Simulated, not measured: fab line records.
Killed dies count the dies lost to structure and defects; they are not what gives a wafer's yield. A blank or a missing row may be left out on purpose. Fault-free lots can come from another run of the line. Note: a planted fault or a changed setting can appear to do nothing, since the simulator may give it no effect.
A struck lot beside a sound one    flow rit cmos    16 out of 202 route steps
Sound: the wafers L470.1, L470.3, L470.4. Struck: wafers L484.1, L484.3, L484.6. The cause is named last.
Each step with rows lists, per side, the tool, then ch with its chambers, then its first start. Under that, the readings that differ: sound wafers    struck wafers    difference of the means    sigmas: that difference in standard deviations of wafers without a fault.
alike: readings with means less than 2 such deviations apart, plus words and numbers identical on both sides. not compared: withheld readings, readings lacking a value on some wafer, bounds such as >300 that could conceal the same value, and numbers that have no deviation in the record and whose values overlap.
The two part at a step that has a row with sigmas, a row that says differs or no value, or rows on one side only. Non-overlapping numbers with no deviation appear without sigmas and do not part them. A reading that every wafer of one side lacks parts them only if that side has two wafers or more.

RIT_ACTIVE_BOW_MEAS_00:
  sound on film metro-02 at day 1 20:00; struck on film metro-02 at day 4 18:00
  alike: INCOMING_BOW
then, 1 step without rows for these wafers: RIT_ACTIVE_OXIDATION_01 (target thk 46.8 nm, ox time 3360 s).
RIT_ACTIVE_THK_MEAS_02:
  sound on film metro-01 at day 1 22:03; struck on film metro-02 at day 4 20:50
  alike: ACTIVE_OXIDE_THK
then, 1 step without rows for these wafers: RIT_ACTIVE_CVD_03 (deposits Si3N4 from SiH2Cl2/NH3, target thk 150 nm, time 1500 s).
RIT_ACTIVE_THK_MEAS_04:
  sound on film metro-02 at day 1 23:32; struck on film metro-01 at day 4 22:19
  alike: ACTIVE_NITRIDE_THK
then, 1 step without rows for these wafers: RIT_ACTIVE_HMDS_05 (prime time 60 s).
RIT_ACTIVE_COAT_06: resist thk 1000 nm.
  sound on litho track-03 ch 0, day 1 23:44; struck on litho track-02 ch 0, day 4 22:32
reading                                      sound                 struck                difference  sigmas
spin speed rpm (rpm)                         3247.5 3250.4 3250.5  3375.8 3376.0 3373.5  +125.6      +66
model.NOVOLAK_of_ACTIVE_COAT_06.thk nm (nm)  994.9 996.3 999.2     982.8 982.8 983.1     -13.9       
then, 4 steps without rows for these wafers: RIT_ACTIVE_SOFTBAKE_07 (time 60 s); RIT_ACTIVE_EXPOSE_08 (exposes mask M1, target cd 1400 nm); RIT_ACTIVE_PEB_09; RIT_ACTIVE_DEVELOP_10 (develop time 50 s).
RIT_ACTIVE_CD_MEAS_11: the cd target is 1400 nm.
  sound on cd sem-01 at day 2 00:26; struck on cd sem-01 at day 4 23:14
  alike: cd nm
then, 1 step without rows for these wafers: RIT_ACTIVE_HARDBAKE_12 (time 60 s).
RIT_ACTIVE_ETCH_13: etches Si3N4 in SF6, stops on SiO2, time 210 s, target depth 210 nm.
  sound on rie diel-01 ch 0,1,3, day 2 00:43; struck on rie diel-03 ch 1,2,3, day 4 23:31
  alike: chamber pressure mTorr, drypump motor current A, oes product au, throttle valve pct
  not compared: rf hours counter h, model.NOVOLAK_of_ACTIVE_COAT_06.thk nm
RIT_ACTIVE_STRIP_14: strips in O2, time 180 s.
  sound on plasma asher-04 ch 0,1, day 2 00:50; struck on plasma asher-04 ch 0,1, day 4 23:38
  alike: chamber pressure mTorr, drypump motor current A
  not compared: rf hours counter h
RIT_M1_PROBE_99:
  sound on prober-02 at day 3 21:20; struck on prober-02 at day 6 19:45
  alike: killed at contacts, killed at front end, killed dies, killed on rim, killed open, killed short

WHERE THEY PART
Within this record, at RIT_ACTIVE_COAT_06 only. Later steps at which nothing parts them and some readings are alike: RIT_ACTIVE_CD_MEAS_11, RIT_ACTIVE_ETCH_13, RIT_ACTIVE_STRIP_14, RIT_M1_PROBE_99.

WHY: what had been put in by the simulator
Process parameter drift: litho track-02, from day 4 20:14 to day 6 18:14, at RIT_ACTIVE_COAT_06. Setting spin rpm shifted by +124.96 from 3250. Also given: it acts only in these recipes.
